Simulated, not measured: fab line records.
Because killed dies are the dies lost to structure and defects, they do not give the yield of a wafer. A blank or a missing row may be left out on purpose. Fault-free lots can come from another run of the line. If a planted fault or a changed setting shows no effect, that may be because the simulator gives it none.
fab line records	flow rit-cmos
[record] lots = 15	wafers = 45	last-day = 7
route steps=202 shown FOX2@23 M1@202
lots untouched by any fault: they come from a run of this same line in which no faults occurred
start-h: start of the lot's first displayed wafer, in hours after the record's first day	wait-h: hours from the lot's prior step to this one	" identical to the entry in the row above	L1.1+2: a single row standing in for several wafers	- no value, or no start given	* or withheld: withheld	< > ~ a bound
route shown NAME@n: names a module that has steps shown in the file, with the first one's number in the route	usual: mean/standard deviation of fault-free wafers	same: alike in all rows	chamber/n: place in a boat	sites: readings site by site	_std_site: the values' standard deviation	_edge_site: the outer-site mean with the inner-site mean subtracted	radius-mm: for every site, how far away it sits from the centre of the wafer	mask NAME#n: copy n	behind: the last tool/chamber to shape the wafer	hold: the reason the lot was held/the length of the hold in hours/how it ended	device: transistor that didn't switch, given as n, p or np	end of line: the route-end tests of the same wafers	a step given without rows: its recipe and nothing more	killed: at the first sort, the dies lost to defects and structure; wafer yield is something else	map: shows each die of a wafer: x if killed, . if not, _ if none is there
set.NAME: the setting that was run; set.NAME@STEP: the one run at that earlier step	model.NAME: the simulator's own value behind a step, which no gauge read
a sample of lots followed through the steps of the route, with each step as a table and each wafer as a row
services: the hour from which a tool's chamber was out of use, counted from the record's first day as start-h (under 0 if before that day), plus the number of hours and why
[[steps]]
[step RIT_FOX2_OXIDATION_00]
[recipe] temp-c = 1100	ambient = H2O	target-thk-a = 3507	p-h2o-torr = 720	ox-time-s = 1130
[usual] spike-tc-centre-C = 1103.7/1.3	spike-tc-load-C = 1125.3/2	spike-tc-source-C = 1125.6/1.1	tube-center-temp-C = 1100/0.11	tube_center_temp_C_max = 1102.8/0.39
lot.wafer	tool	chamber	start-h	wait-h	spike-tc-centre-C	spike-tc-load-C	spike-tc-source-C	tube-center-temp-C	tube_center_temp_C_max
L544.1	furnace-03	0	19.70	0.0	1104.5	1124.7	1126.7	1100.1	1103.2
L544.4	"	0	"	"	1104.6	1124.8	1127.5	1100.1	1102.2
L544.6	"	0	"	"	1105.0	1124.6	1125.9	1100.2	1103.6
L545.2	furnace-01	0	23.79	0.0	1102.6	1128.7	1127.2	1100	1102.8
L545.3	"	0	"	"	1102.6	1126.5	1125.8	1100.2	1103.0
L545.6	"	0	"	"	1104.2	1127.9	1126.2	1099.9	1103.2
L546.2	furnace-04	0	27.72	0.0	1104.9	1123.7	1125.2	1100	1103.1
L546.3	"	0	"	"	1102.8	1122.7	1126.5	1100	1103.2
L546.4	"	0	"	"	1102.4	1123.7	1124.3	1100	1102.5
L547.3	furnace-01	0	33.27	0.1	1103.5	1127.4	1127.4	1100	1102.9
L547.4	"	0	"	"	1103.2	1126.9	1124.5	1100.1	1102.2
L547.6	"	0	"	"	1103.3	1126.9	1123.5	1100.2	1103.4
L548.1	furnace-03	0	40.67	0.6	1104.8	1124.7	1125.4	1100	1102.2
L548.4	"	0	"	"	1104.3	1124.4	1126.4	1100.1	1103.5
L548.5	"	0	"	"	1104.7	1126.3	1124.7	1100	1102.6
L549.3	furnace-04	0	44.29	0.0	1101.5	1122.2	1125.5	1100.1	1102.6
L549.5	"	0	"	"	1103.3	1121.8	1123.8	1099.9	1102.9
L549.6	"	0	"	"	1102.6	1122.8	1124.9	1099.8	1102.8
L552.2	furnace-03	0	58.82	0.0	1103.9	1127.1	1125.0	1099.9	1102.6
L552.4	"	0	"	"	1102.0	1126.1	1125.2	1100.1	1102.8
L552.6	"	0	"	"	1105.5	1125.6	1125.6	1100	1103.4
L554.1	furnace-03	0	67.14	0.0	1105.7	1126.4	1127.6	1100.1	1102.3
L554.3	"	0	"	"	1105.8	1125.6	1126.1	1099.9	1102.5
L554.6	"	0	"	"	1104.7	1124.4	1126.0	1099.8	1102.8
L555.1	furnace-03	0	72.14	0.0	1139.6	1160.9	1161.5	1135.1	1138.0
L555.2	"	0	"	"	1139.8	1159.7	1162.0	1135.1	1138.5
L555.5	"	0	"	"	1140.5	1159.9	1162.1	1135.2	1137.8
L556.4	furnace-01	0	84.56	3.4	1104.1	1127.1	1126.1	1100	1102.3
L556.5	"	0	"	"	1106.1	1127.3	1125.9	1100	1102.1
L556.6	"	0	"	"	1104.4	1127.6	1125.1	1099.9	1102.9
L557.2	furnace-04	0	91.40	2.7	1103.3	1123.3	1124.7	1099.9	1103.0
L557.3	"	0	"	"	1102.7	1121.9	1125.1	1099.9	1102.6
L557.5	"	0	"	"	1102.2	1122.9	1124.6	1100	1102.7
L558.1	furnace-03	0	94.25	1.8	1140.9	1159.3	1162.3	1134.9	1137.2
L558.2	"	0	"	"	1138.8	1160.7	1160.7	1135	1138.3
L558.4	"	0	"	"	1140.8	1160.9	1161.4	1135	1138.1
L559.1	furnace-03	0	98.12	1.5	1139.3	1160.5	1160.5	1135.2	1137.2
L559.2	"	0	"	"	1139.7	1159.4	1160.1	1135	1138.5
L559.6	"	0	"	"	1139.9	1159.7	1161.3	1135.1	1137.7
L560.3	furnace-01	0	103.42	3.1	1104.4	1127.4	1127.0	1100.1	1102.8
L560.4	"	0	"	"	1104.1	1127.1	1125.4	1099.9	1102.5
L560.6	"	0	"	"	1103.8	1127.8	1124.7	1100	1102.1
L567.4	furnace-01	0	135.00	0.5	1102.6	1126.5	1124.9	1099.9	1102.1
L567.5	"	0	"	"	1102.0	1128.4	1124.5	1100	1103.1
L567.6	"	0	"	"	1104.8	1127.8	1127.4	1100	1102.8
[step RIT_FOX2_THK_MEAS_01]
[recipe] reads = SiO2_of_FOX2_OXIDATION_00
[usual] FOX2_OXIDE_THK = 349/7.3
lot.wafer	tool	chamber	start-h	wait-h	FOX2_OXIDE_THK[nm]
L544.1	film-metro-04	-	21.01	0.0	346
L544.4	"	-	"	"	342
L544.6	"	-	"	"	340
L545.2	film-metro-02	-	25.12	0.0	341
L545.3	"	-	"	"	344
L545.6	"	-	"	"	342
L546.2	film-metro-02	-	29.04	0.0	350
L546.3	"	-	"	"	349
L546.4	"	-	"	"	343
L547.3	film-metro-04	-	34.61	0.0	352
L547.4	"	-	"	"	354
L547.6	"	-	"	"	355
L548.1	film-metro-03	-	41.98	0.0	352
L548.4	"	-	"	"	361
L548.5	"	-	"	"	360
L549.3	film-metro-04	-	45.63	0.0	352
L549.5	"	-	"	"	347
L549.6	"	-	"	"	345
L552.2	film-metro-03	-	60.14	0.0	351
L552.4	"	-	"	"	351
L552.6	"	-	"	"	353
L554.1	film-metro-02	-	68.46	0.0	367
L554.3	"	-	"	"	364
L554.6	"	-	"	"	361
L555.1	film-metro-04	-	73.45	0.0	414
L555.2	"	-	"	"	411
L555.5	"	-	"	"	415
L556.4	film-metro-02	-	85.90	0.0	334
L556.5	"	-	"	"	342
L556.6	"	-	"	"	343
L557.2	film-metro-02	-	92.73	0.0	350
L557.3	"	-	"	"	343
L557.5	"	-	"	"	346
L558.1	film-metro-02	-	95.57	0.0	401
L558.2	"	-	"	"	400
L558.4	"	-	"	"	399
L559.1	film-metro-03	-	99.43	0.0	404
L559.2	"	-	"	"	406
L559.6	"	-	"	"	408
L560.3	film-metro-04	-	104.76	0.0	345
L560.4	"	-	"	"	344
L560.6	"	-	"	"	344
L567.4	film-metro-04	-	136.35	0.0	351
L567.5	"	-	"	"	351
L567.6	"	-	"	"	357
[step RIT_FOX2_THK_MEAS_90]
[recipe] reads = SiO2_of_FOX2_OXIDATION_00
[usual] FIELD_OXIDE_LEFT_1_THK = 321/7.3
lot.wafer	tool	chamber	start-h	wait-h	FIELD_OXIDE_LEFT_1_THK[nm]
L544.1	film-metro-02	-	21.89	0.0	319
L544.4	"	-	"	"	315
L544.6	"	-	"	"	313
L545.2	film-metro-02	-	25.99	0.0	314
L545.3	"	-	"	"	317
L545.6	"	-	"	"	314
L546.2	film-metro-03	-	29.92	0.0	322
L546.3	"	-	"	"	321
L546.4	"	-	"	"	316
L547.3	film-metro-04	-	35.48	0.0	325
L547.4	"	-	"	"	327
L547.6	"	-	"	"	328
L548.1	film-metro-03	-	42.86	0.0	325
L548.4	"	-	"	"	333
L548.5	"	-	"	"	332
L549.3	film-metro-03	-	46.50	0.0	325
L549.5	"	-	"	"	319
L549.6	"	-	"	"	318
L552.2	film-metro-03	-	61.02	0.0	324
L552.4	"	-	"	"	324
L552.6	"	-	"	"	326
L554.1	film-metro-04	-	69.33	0.0	339
L554.3	"	-	"	"	336
L554.6	"	-	"	"	334
L555.1	film-metro-02	-	74.33	0.0	388
L555.2	"	-	"	"	385
L555.5	"	-	"	"	388
L556.4	film-metro-04	-	86.78	0.0	307
L556.5	"	-	"	"	315
L556.6	"	-	"	"	316
L557.2	film-metro-04	-	93.61	0.0	322
L557.3	"	-	"	"	315
L557.5	"	-	"	"	319
L558.1	film-metro-03	-	96.44	0.0	373
L558.2	"	-	"	"	373
L558.4	"	-	"	"	372
L559.1	film-metro-04	-	100.31	0.0	376
L559.2	"	-	"	"	378
L559.6	"	-	"	"	381
L560.3	film-metro-02	-	105.70	0.0	318
L560.4	"	-	"	"	317
L560.6	"	-	"	"	317
L567.4	film-metro-04	-	137.35	0.0	323
L567.5	"	-	"	"	323
L567.6	"	-	"	"	330
[step RIT_FOX2_THK_MEAS_91]
[recipe] reads = SiO2_of_FOX2_OXIDATION_00
[usual] FIELD_OXIDE_LEFT_2_THK = 254/7.4
lot.wafer	tool	chamber	start-h	wait-h	FIELD_OXIDE_LEFT_2_THK[nm]
L544.1	film-metro-03	-	34.64	0.0	251
L544.4	"	-	"	"	247
L544.6	"	-	"	"	244
L545.2	film-metro-03	-	38.93	0.0	245
L545.3	"	-	"	"	249
L545.6	"	-	"	"	246
L546.2	film-metro-03	-	42.49	0.0	255
L546.3	"	-	"	"	254
L546.4	"	-	"	"	248
L547.3	film-metro-04	-	48.58	0.0	257
L547.4	"	-	"	"	259
L547.6	"	-	"	"	261
L548.1	film-metro-02	-	55.55	0.0	256
L548.4	"	-	"	"	265
L548.5	"	-	"	"	264
L549.3	film-metro-02	-	60.44	0.0	257
L549.5	"	-	"	"	252
L549.6	"	-	"	"	250
L552.2	film-metro-02	-	73.49	0.0	257
L552.4	"	-	"	"	257
L552.6	"	-	"	"	259
L554.1	film-metro-02	-	83.38	0.0	272
L554.3	"	-	"	"	269
L554.6	"	-	"	"	266
L555.1	film-metro-02	-	90.16	0.0	319
L555.2	"	-	"	"	317
L555.5	"	-	"	"	320
L556.4	film-metro-02	-	102.82	0.0	239
L556.5	"	-	"	"	247
L556.6	"	-	"	"	248
L557.2	film-metro-02	-	107.53	0.0	255
L557.3	"	-	"	"	248
L557.5	"	-	"	"	251
L558.1	film-metro-02	-	109.32	0.0	306
L558.2	"	-	"	"	306
L558.4	"	-	"	"	305
L559.1	film-metro-02	-	114.07	0.0	307
L559.2	"	-	"	"	309
L559.6	"	-	"	"	312
L560.3	film-metro-02	-	118.27	0.0	249
L560.4	"	-	"	"	248
L560.6	"	-	"	"	249
L567.4	film-metro-03	-	149.93	0.0	256
L567.5	"	-	"	"	256
L567.6	"	-	"	"	263
[step RIT_M1_PROBE_99]
[usual] killed_at_M0_to_M3 = 0.0/0.25	killed-at-contacts = 0.0/0.18	killed-at-front-end = 7/3.4	killed-dies = 7/3.4	killed-open = 3.7/2.2	killed-short = 3.6/2.2
[same] gross-dies = 264	killed_at_M4_up = 0	killed-at-back-side = 0	killed-at-other = 0
lot.wafer	tool	chamber	start-h	wait-h	killed_at_M0_to_M3	killed-at-contacts	killed-at-front-end	killed-dies	killed-open	killed-short
L555.1	prober-01	-	118.60	0.1	0	0	7	7	4	3
L555.2	prober-01	-	118.65	0.1	0	0	7	7	5	2
L555.5	prober-01	-	118.80	0.2	0	0	19	19	11	8
// killed by level:class
L555.1 FOX1:geometric-particle:short=3 GATE:geometric-particle:open=3 FOX1:geometric-particle:open=1
L555.2 GATE:geometric-particle:open=2 REOX:geometric-particle:open=2 FOX1:geometric-particle:open=1 FOX1:geometric-particle:short=1 REOX:geometric-particle:short=1
L555.5 REOX:geometric-particle:open=3 FOX1:geometric-particle:open=2 FOX2:geometric-particle:open=2 GATE:geometric-particle:short=2 SPACER:geometric-particle:short=2 SILICIDE:geometric-particle:open=2 SILICIDE:geometric-particle:short=2 FOX2:geometric-particle:short=1
[[services]]
tool	chamber	start-h	hours	kind
furnace-03	-	37.05	2.5	pm
furnace-04	-	71.96	19.4	pm
[[key]]
[first-sign] step = RIT_FOX2_OXIDATION_00	reading = tube-center-temp-C	direction = up	sigmas = 99+	usual = *	struck = *
[effect] step = RIT_FOX2_OXIDATION_00	reading = tube_center_temp_C_max	direction = up	sigmas = 90	usual = *	struck = *
[effect] step = RIT_FOX2_THK_MEAS_01	reading = FOX2_OXIDE_THK	direction = up	sigmas = 7.9	usual = 349	struck = 407
[effect] step = RIT_FOX2_THK_MEAS_90	reading = FIELD_OXIDE_LEFT_1_THK	direction = up	sigmas = 7.9	usual = 321	struck = 379
[effect] step = RIT_FOX2_THK_MEAS_91	reading = FIELD_OXIDE_LEFT_2_THK	direction = up	sigmas = 7.8	usual = 254	struck = 311
met-at RIT_FOX2_OXIDATION_00
struck-lots L555,L558,L559
tester-left-out L555,L558,L559
onset-between 67.14 72.14
[fault] kind = process-parameter-drift	tool = furnace-03	chamber = -	onset-h = 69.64	steps = RIT_FOX2_OXIDATION_00	channel = temp-c	offset = *	shape = step	end-h = 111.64	acts-in = *	stated = *
// tester-left-out: of these lots the tester's yield and bins aren't shown, on N5 and GAA mostly nor the transistor test; their killed dies are dies lost to structure and defects alone, not to doping, threshold or leakage, so they don't give the yield
